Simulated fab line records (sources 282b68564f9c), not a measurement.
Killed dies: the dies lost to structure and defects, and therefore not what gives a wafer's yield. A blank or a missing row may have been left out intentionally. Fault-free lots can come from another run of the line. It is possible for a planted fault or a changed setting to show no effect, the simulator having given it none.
What tool caused it?	flow rit_cmos	21 wafers from 7 lots sampled at 3 of the route's 202 steps

## WHAT EACH GAUGE READ, for each wafer
RIT_SDANNEAL_RS_MEAS_05: measurement is done with a four-point probe.
lot	measured	on	NSD_RS (ohm/sq)
L987	day 3 12:59	film_metro-04	84.55 84.56 84.38
L989	day 3 22:20	film_metro-04	84.80 84.82 84.91
L991	day 4 07:26	film_metro-02	84.74 84.50 84.36
L994	day 5 03:44	film_metro-01	84.77 84.41 84.68
L100	day 6 05:23	film_metro-01	84.00 83.84 83.88
L103	day 6 19:40	film_metro-01	84.34 84.36 84.54
L108	day 7 21:10	film_metro-04	84.30 83.93 84.39

## EACH LOT AND THE TOOL THAT RAN IT (in order: tool; ch and the chambers of the sampled wafers; start)
lot	RIT_PLDD_STRIP_09	RIT_SDANNEAL_RTA_03
L987	plasma_asher-01 ch 0, day 3 06:43	rtp_anneal-02 ch 0, day 3 12:49
L989	plasma_asher-01 ch 0,1, day 3 16:00	rtp_anneal-02 ch 0, day 3 22:08
L991	plasma_asher-02 ch 0,1, day 4 00:58	rtp_anneal-02 ch 0, day 4 07:15
L994	plasma_asher-01 ch 0,1, day 4 20:22	rtp_anneal-01 ch 0, day 5 03:33
L100	plasma_asher-02 ch 1, day 5 23:01	rtp_anneal-01 ch 0, day 6 05:13
L103	plasma_asher-02 ch 0,1, day 6 13:19	rtp_anneal-02 ch 0, day 6 19:28
L108	plasma_asher-02 ch 0,1, day 7 14:43	rtp_anneal-01 ch 0, day 7 20:57
- RIT_PLDD_STRIP_09: strips in O2, time 180 s.
- RIT_SDANNEAL_RTA_03: time 5 s.

## THE ANSWER, worked out from the rows above alone
Rule: what is usual is taken from the lots themselves. Put in order of their means at a reading, lots are off if they are a third of the lots or fewer, leave a main group of 4 or more, and stand apart from it by a gap of 3 or more times the standard deviation of the main group's means; of several such gaps the widest counts. A main group whose means are all the same, to the digits that the tables above print for the reading, isn't used. A lot without any number at a reading at which 4 lots or more have one is off too. Any other lot the step has rows for is counted as sound.
No lot is off at any reading shown: from this, nothing can be told.

## WHAT THE SIMULATOR HAD PUT IN
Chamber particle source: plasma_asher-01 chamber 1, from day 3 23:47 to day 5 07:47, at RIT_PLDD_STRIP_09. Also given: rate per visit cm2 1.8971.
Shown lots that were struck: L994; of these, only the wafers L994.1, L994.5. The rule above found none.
